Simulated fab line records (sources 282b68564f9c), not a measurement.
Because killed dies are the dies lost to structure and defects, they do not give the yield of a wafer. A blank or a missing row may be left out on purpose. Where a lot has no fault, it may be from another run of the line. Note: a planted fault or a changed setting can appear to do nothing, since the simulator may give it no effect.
The tool behind it: which one? / flow ritCmos / 14 lots with 42 wafers sampled at 2 steps, on a route of 202 steps

WHAT EACH GAUGE READ, for each wafer
RIT_NRETRO_TW_MEAS_10.
lot=L382; measured=day 2 15:25; on=filmMetro-02; NRETRO_TW=1028 1024 1030
lot=L383; measured=day 2 21:11; on=filmMetro-03; NRETRO_TW=1056 1060 1062
lot=L384; measured=day 3 02:20; on=filmMetro-03; NRETRO_TW=1056 1064 1058
lot=L385; measured=day 3 08:11; on=filmMetro-03; NRETRO_TW=1063 1060 1067
lot=L388; measured=day 4 00:51; on=filmMetro-04; NRETRO_TW=1046 1047 1048
lot=L390; measured=day 4 09:16; on=filmMetro-04; NRETRO_TW=30 30 30 30 30 30
lot=L391; measured=day 4 12:59; on=filmMetro-04; NRETRO_TW=30 30 30 30 30 30
lot=L395; measured=day 5 08:39; on=filmMetro-03; NRETRO_TW=1056 1056 1052
lot=L397; measured=day 5 20:20; on=filmMetro-03; NRETRO_TW=1059 1056 1052
lot=L398; measured=day 6 02:52; on=filmMetro-03; NRETRO_TW=1052 1049 1052
lot=L399; measured=day 6 06:53; on=filmMetro-02; NRETRO_TW=1035 1028 1025
lot=L400; measured=day 6 09:46; on=filmMetro-04; NRETRO_TW=1051 1047 1042
lot=L401; measured=day 6 14:49; on=filmMetro-04; NRETRO_TW=1047 1052 1041
lot=L402; measured=day 6 19:54; on=filmMetro-02; NRETRO_TW=1033 1031 1034

TOOL THAT RAN EACH LOT (tool first, then ch and the chambers of the sampled wafers, then the start)
lot=L382; RIT_PWELL_STRIP_09=plasmaAsher-02 ch 0,1, day 2 08:22
lot=L383; RIT_PWELL_STRIP_09=plasmaAsher-01 ch 0,1, day 2 14:01
lot=L384; RIT_PWELL_STRIP_09=plasmaAsher-01 ch 0,1, day 2 19:10
lot=L385; RIT_PWELL_STRIP_09=plasmaAsher-03 ch 0,1, day 3 01:07
lot=L388; RIT_PWELL_STRIP_09=plasmaAsher-02 ch 0,1, day 3 17:43
lot=L390; RIT_PWELL_STRIP_09=plasmaAsher-01 ch 0,1, day 4 02:08
lot=L391; RIT_PWELL_STRIP_09=plasmaAsher-01 ch 0,1, day 4 05:49
lot=L395; RIT_PWELL_STRIP_09=plasmaAsher-01 ch 0,1, day 5 01:36
lot=L397; RIT_PWELL_STRIP_09=plasmaAsher-03 ch 0,1, day 5 13:17
lot=L398; RIT_PWELL_STRIP_09=plasmaAsher-01 ch 0,1, day 5 19:38
lot=L399; RIT_PWELL_STRIP_09=plasmaAsher-01 ch 0,1, day 5 23:43
lot=L400; RIT_PWELL_STRIP_09=plasmaAsher-01 ch 0,1, day 6 02:33
lot=L401; RIT_PWELL_STRIP_09=plasmaAsher-01 ch 0,1, day 6 07:40
lot=L402; RIT_PWELL_STRIP_09=plasmaAsher-03 ch 0,1, day 6 12:28
- RIT_PWELL_STRIP_09: strips in O2, time 180 s.

AS READ BY THE TOOLS THEMSELVES (means over the sampled wafers that have a number; for cases with no such wafer, the mark the record gives instead)
RIT_PWELL_STRIP_09.
lot=L382; tool=plasmaAsher-02; chamberPressureMTorr (mTorr)=4000; drypumpMotorCurrentA (A)=5.6; rfReflPowerW (W)=5.3
lot=L383; tool=plasmaAsher-01; chamberPressureMTorr (mTorr)=4002; drypumpMotorCurrentA (A)=5.6; rfReflPowerW (W)=6.6
lot=L384; tool=plasmaAsher-01; chamberPressureMTorr (mTorr)=3998; drypumpMotorCurrentA (A)=5.6; rfReflPowerW (W)=6.5
lot=L385; tool=plasmaAsher-03; chamberPressureMTorr (mTorr)=4000; drypumpMotorCurrentA (A)=6.3; rfReflPowerW (W)=5.6
lot=L388; tool=plasmaAsher-02; chamberPressureMTorr (mTorr)=3997; drypumpMotorCurrentA (A)=5.6; rfReflPowerW (W)=5.3
lot=L390; tool=plasmaAsher-01; chamberPressureMTorr (mTorr)=-; drypumpMotorCurrentA (A)=-; rfReflPowerW (W)=-
lot=L391; tool=plasmaAsher-01; chamberPressureMTorr (mTorr)=-; drypumpMotorCurrentA (A)=-; rfReflPowerW (W)=-
lot=L395; tool=plasmaAsher-01; chamberPressureMTorr (mTorr)=4002; drypumpMotorCurrentA (A)=5.6; rfReflPowerW (W)=6.6
lot=L397; tool=plasmaAsher-03; chamberPressureMTorr (mTorr)=4002; drypumpMotorCurrentA (A)=5.9; rfReflPowerW (W)=5.9
lot=L398; tool=plasmaAsher-01; chamberPressureMTorr (mTorr)=4002; drypumpMotorCurrentA (A)=6.0; rfReflPowerW (W)=5.8
lot=L399; tool=plasmaAsher-01; chamberPressureMTorr (mTorr)=3997; drypumpMotorCurrentA (A)=6.0; rfReflPowerW (W)=5.7
lot=L400; tool=plasmaAsher-01; chamberPressureMTorr (mTorr)=4000; drypumpMotorCurrentA (A)=5.6; rfReflPowerW (W)=6.6
lot=L401; tool=plasmaAsher-01; chamberPressureMTorr (mTorr)=4001; drypumpMotorCurrentA (A)=6.0; rfReflPowerW (W)=5.7
lot=L402; tool=plasmaAsher-03; chamberPressureMTorr (mTorr)=4002; drypumpMotorCurrentA (A)=6.3; rfReflPowerW (W)=5.6

THE ANSWER, worked out from the rows above alone
Rule: what is usual is taken from the lots themselves. Put in order of their means at a reading, lots are off if they are a third of the lots or fewer, leave a main group of 4 or more, and stand apart from it by a gap of 3 or more times the standard deviation of the main group's means; of several such gaps the widest counts. A main group is skipped when, at the precision printed for the reading in the tables above, its means are all equal. Also off: a lot with no number at a reading for which 4 or more lots have one. Any other lot the step has rows for is counted as sound. The gauges are gone through in route order, then the tools' own readings, and for those a lot's mean is taken as printed above. The first step at which some lot is off is used, and at that step the reading that is off furthest; a lot without a number counts as furthest.
Off: at RIT_NRETRO_TW_MEAS_10 (NRETRO_TW), L390, L391. The main group has a mean of 1048 with a standard deviation of 12.
If a tool, at a process step before that reading, ran all the lots that are off and no sound lot after the first of them, it fits. The gauges at RIT_NRETRO_TW_MEAS_10 aren't tried: what is off there is off at RIT_PWELL_STRIP_09 too, on other tools, and a gauge's error can't cause that. None of those tried fits.

WHAT THE SIMULATOR HAD INSERTED
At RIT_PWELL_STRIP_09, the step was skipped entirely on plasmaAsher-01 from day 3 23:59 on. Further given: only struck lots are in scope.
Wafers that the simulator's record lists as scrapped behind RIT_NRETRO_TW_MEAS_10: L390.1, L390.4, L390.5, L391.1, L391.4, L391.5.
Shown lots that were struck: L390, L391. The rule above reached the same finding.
